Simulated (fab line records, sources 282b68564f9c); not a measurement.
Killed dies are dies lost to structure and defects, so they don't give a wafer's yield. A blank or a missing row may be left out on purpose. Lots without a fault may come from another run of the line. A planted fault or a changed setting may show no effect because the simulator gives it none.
A struck lot beside a sound one | flow rit_cmos | 15 steps out of a route of 202
Sound: wafers L414.2, L414.4, L414.6. Struck: wafers L426.2, L426.4, L426.5. The cause comes at the end.
At each step with rows: each side's tool, then ch and its chambers, then its first start. Under that, the readings that differ: sound wafers | struck wafers | difference of the means | sigmas: that difference in standard deviations of wafers without a fault.
alike: readings whose means differ by less than 2 such deviations, and words and numbers that are the same on both sides. not compared: withheld readings, readings that some wafer has no value for, bounds like >300 that may hide the same value, and numbers for which the record gives no deviation and whose values overlap.
The two part at a step that has a row with sigmas, a row that says differs or no value, or rows on one side only. Numbers that don't overlap but have no deviation are shown without sigmas and don't part them. A reading that every wafer of one side lacks parts them only if that side has two wafers or more.

first, 2 steps without rows for these wafers: RIT_PWELL_PEB_04; RIT_PWELL_DEVELOP_05 (develop time 68 s).
RIT_PWELL_OVL_MEAS_06:
  sound on overlay-01, day 3 15:38; struck on overlay-01, day 6 02:49
  alike: PWELL_OVL
then, 2 steps without rows for these wafers: RIT_PWELL_HARDBAKE_07 (time 120 s); RIT_PWELL_IMPLANT_08.
RIT_PWELL_STRIP_09: strips in O2, time 180 s.
  sound on plasma_asher-02 ch 0,1, day 3 16:04; struck on plasma_asher-02 ch 0,1, day 6 03:14
  alike: chamber_pressure_mTorr, drypump_motor_current_A
  not compared: rf_hours_counter_h
RIT_PWELL_TW_MEAS_10:
  sound on film_metro-02, day 3 16:15; struck on film_metro-02, day 6 03:26
  alike: PWELL_TW
then, 1 step without rows for these wafers: RIT_WELLDRIVE_ANNEAL_00 (time 14700 s).
RIT_WELLDRIVE_RS_MEAS_01: measures by four-point-probe.
  sound on film_metro-04, day 3 21:26; struck on film_metro-04, day 6 08:35
  reading           | sound             | struck            | difference | sigmas
  NWELL_RS (ohm/sq) | 274.2 274.4 274.6 | 275.3 276.0 276.7 | +1.6       | +2
RIT_WELLDRIVE_RS_MEAS_02: measures by four-point-probe.
  sound on film_metro-04, day 3 21:33; struck on film_metro-04, day 6 08:42
  alike: PWELL_RS
then, 2 steps without rows for these wafers: RIT_NRETRO_HMDS_00 (prime time 60 s); RIT_NRETRO_COAT_01 (resist thk 1300 nm).
RIT_NRETRO_SOFTBAKE_02: time 60 s.
  sound on litho_track-01 ch 0, day 3 21:58; struck on litho_track-01 ch 0, day 6 09:08
  reading                | sound             | struck            | difference | sigmas
  chill_plate_temp_C (C) | 22.94 22.90 22.76 | 23.21 23.06 23.18 | +0.28      | +3
  run_length_s (s)       | 88.77 88.82 89.21 | 94.06 93.99 94.01 | +5.09      | +21
  alike: plate_temp_C
then, 1 step without rows for these wafers: RIT_NRETRO_EXPOSE_03 (exposes mask M4, target cd 43900 nm).
RIT_M1_PROBE_99:
  sound on prober-01, day 5 02:33; struck on prober-01, day 7 13:33
  alike: killed_at_contacts, killed_at_front_end, killed_dies, killed_open, killed_short

WHERE THEY PART
First at RIT_WELLDRIVE_RS_MEAS_01; last, within this record, at RIT_NRETRO_SOFTBAKE_02. Later steps at which nothing parts them and some readings are alike: RIT_M1_PROBE_99.

WHY: what the simulator had put in
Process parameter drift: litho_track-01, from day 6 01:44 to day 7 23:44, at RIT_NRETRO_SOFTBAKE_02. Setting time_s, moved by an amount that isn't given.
